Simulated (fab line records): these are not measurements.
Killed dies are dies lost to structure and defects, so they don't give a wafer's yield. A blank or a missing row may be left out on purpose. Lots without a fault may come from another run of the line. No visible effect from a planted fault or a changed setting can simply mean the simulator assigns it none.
Problem report in the 8D (eight disciplines) form, filled by code :: flow rit cmos :: the parts of the form that need people (team, actions taken, sign-off) are left out

## 1. THE PROBLEM
Mean of heater power total W at RIT_NLDD_SOFTBAKE_02: 36.26 W across 6 wafers in 2 lots; on wafers with no fault it is 34.57 W (standard deviation 0.048). Relative to the usual mean, that is a shift of +35 standard deviations.
The step: time 60 s.
Earliest sighting: wafer L720.1 on litho track-04 at day 6 00:20. At this step, 18 wafers from 6 lots have a number in the record. Rule for "out", or "out of limits": more than 4 standard deviations from the usual mean. The other wafers with a number count as sound.

## 2. WHAT IT IS, WHAT IT ISN'T
question: which readings at this step
is: heater power total W, plate temp C
is not: -

question: which lots
is: L720, L721
is not: L706, L711, L713, L714

question: which wafers of those lots
is: all that have a number
is not: -

question: read on which tools
is: litho track-04
is not: litho track-02

question: when
is: from day 6 00:20
is not: up to then (12 sound wafers)

## 3. THE SUSPECTS, EACH WITH WHAT RULES IT OUT
Counting: a tool at any process step up to the reading remains a suspect when it ran all the lots that are out and ran no sound lot after the first of those.
- plasma asher-04 at RIT_GATE_STRIP_20 (strips in O2, time 180 s): kept. It processed each lot that is out, first L720 at day 5 20:46, and no sound lot thereafter; up to then, the last sound lot it processed was L714 at day 4 14:44.
- litho track-04 at RIT_NLDD_SOFTBAKE_02 (time 60 s): kept. It processed each lot that is out, first L720 at day 6 00:20, and no sound lot thereafter; up to then, the last sound lot it processed was L714 at day 4 18:34. Out on those wafers are its own readings of heater power total W, plate temp C.
Remaining after the count are plasma asher-04 at RIT_GATE_STRIP_20 and litho track-04 at RIT_NLDD_SOFTBAKE_02.

## 4. THE CAUSE (what the simulator had put in)
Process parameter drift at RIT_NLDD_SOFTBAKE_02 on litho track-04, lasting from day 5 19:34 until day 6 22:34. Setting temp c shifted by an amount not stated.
Of the 2 suspects that counting leaves, this tool is one.

## 5. THE EFFECT CHAIN, in route order
Each row: a reading whose mean over the struck wafers that have a number lies more than 3 standard deviations from the usual. Only readings whose record carries a usual standard deviation are examined. hours: median over the lots of the time between each lot's start at the first step of this table that gives one and its start at this step. sigmas: the change, counted in usual standard deviations.
hours: 0
step: RIT_NLDD_SOFTBAKE_02
reading: heater power total W
usual: 34.57 W
on struck wafers: 36.26
change: +1.69
sigmas: +35

hours: 0
step: RIT_NLDD_SOFTBAKE_02
reading: plate temp C
usual: 89.99 C
on struck wafers: 93.10
change: +3.11
sigmas: +26
Its process steps:
- RIT_NLDD_SOFTBAKE_02: time 60 s.
Later measuring or inspecting steps at which every struck wafer that the step has a row for has a number for every such reading, and none has moved that far: RIT_NLDD_OVL_MEAS_06.

## 6. WHAT WOULD HAVE CAUGHT IT SOONER
The fault began at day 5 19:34; the first out-of-limits reading in this record came at day 6 00:20, 5 hours later.
